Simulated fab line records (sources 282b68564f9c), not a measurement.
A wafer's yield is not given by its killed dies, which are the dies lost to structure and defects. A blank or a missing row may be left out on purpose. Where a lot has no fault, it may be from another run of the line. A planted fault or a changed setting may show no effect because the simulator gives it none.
Which tool is to blame? | flow rit cmos | 15 lots, 45 wafers sampled, at 2 steps of a route of 202

== WHAT EACH GAUGE READ, for each wafer ==
The record lacks any reading of a measuring or inspecting step that a usual standard deviation could be used to judge.

== WHICH TOOL RAN EACH LOT (tool, then ch and the chambers of the sampled wafers, then the start) ==
lot  | RIT_CONTACT_CLEAN_13           | RIT_M1_PROBE_99
L170 | wet bench-03 ch 1, day 3 11:01 | -
L172 | wet bench-03 ch 0, day 3 21:32 | -
L173 | wet bench-04 ch 0, day 3 23:38 | -
L174 | wet bench-04 ch 0, day 4 05:37 | -
L175 | wet bench-04 ch 0, day 4 10:12 | prober-02, day 4 14:35
L176 | wet bench-03 ch 3, day 4 14:43 | prober-01, day 4 19:10
L178 | wet bench-03 ch 2, day 5 03:51 | -
L179 | wet bench-04 ch 2, day 5 06:55 | -
L180 | wet bench-04 ch 2, day 5 08:36 | -
L182 | wet bench-04 ch 1, day 5 18:06 | -
L184 | wet bench-03 ch 3, day 6 05:24 | -
L185 | wet bench-04 ch 1, day 6 12:34 | -
L187 | wet bench-04 ch 3, day 6 22:25 | -
L189 | wet bench-01 ch 3, day 7 08:25 | -
L190 | wet bench-01 ch 3, day 7 10:17 | -
- RIT_CONTACT_CLEAN_13: cleans in SC1, time 600 s.
- RIT_M1_PROBE_99

== AS READ BY THE TOOLS THEMSELVES (means over the sampled wafers that have a number; for cases with no such wafer, the mark the record gives instead) ==
RIT_CONTACT_CLEAN_13. Usual: run length s reads 629 s (standard deviation 3.2).
lot  | tool         | run length s (s) | flag
L170 | wet bench-03 | 626              |
L172 | wet bench-03 | 626              |
L173 | wet bench-04 | 627              |
L174 | wet bench-04 | 627              |
L175 | wet bench-04 | 626              |
L176 | wet bench-03 | 627              |
L178 | wet bench-03 | 625              |
L179 | wet bench-04 | 632              |
L180 | wet bench-04 | 633              |
L182 | wet bench-04 | 593              | OFF
L184 | wet bench-03 | 635              |
L185 | wet bench-04 | 592              | OFF
L187 | wet bench-04 | 595              | OFF
L189 | wet bench-01 | 626              |
L190 | wet bench-01 | 627              |

RIT_M1_PROBE_99. Usual: killed_at_M0_to_M3 0.0, standard deviation 0.23; killed at contacts 0.1, standard deviation 0.34; killed at front end 6.9, standard deviation 2.8; killed dies 7.1, standard deviation 2.8; killed open 3.4, standard deviation 1.9; killed short 3.6, standard deviation 1.7.
lot  | tool      | killed_at_M0_to_M3 | killed at contacts | killed at front end | killed dies | killed open | killed short | flag
L175 | prober-02 | 0.0                | 0.0                | 8.0                 | 8.0         | 3.0         | 5.0          |
L176 | prober-01 | 0.0                | 0.0                | 6.3                 | 6.3         | 2.7         | 3.7          |

== THE ANSWER, worked out from the rows above alone ==
Rule: a lot is off if the mean of its wafers that have a number lies more than 3 standard deviations from the usual mean. A lot without any number at a reading at which 4 lots or more have one is off too. Any other lot the step has rows for is counted as sound. The gauges are gone through in route order, then the tools' own readings, and for those a lot's mean is taken as printed above. The first step at which some lot is off is used, and at that step the reading that is off furthest; a lot without a number counts as furthest.
Off, at RIT_CONTACT_CLEAN_13 on run length s: L182, L185, L187.
If a tool, at that step or one of the process steps before it, ran each lot that is off and ran no sound lot following the first of them, it fits. One fits: RIT_CONTACT_CLEAN_13 on wet bench-04. A fault onset in the window from L180 (day 5 08:36, its last sound lot) to L182 (day 5 18:06, its first lot off) fits.
On the lots that are off, the tool's own readings at RIT_CONTACT_CLEAN_13 differ by more than 5 times the standard deviation of the sound lots' means, which bears it out; run length s reads 593 s there versus 628 s on the sound lots.

== WHAT THE SIMULATOR HAD INSERTED ==
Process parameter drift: wet bench-04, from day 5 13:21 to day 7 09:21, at RIT_CONTACT_CLEAN_13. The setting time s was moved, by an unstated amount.
Struck lots among those shown: L182, L185, L187. The rule above found the same.
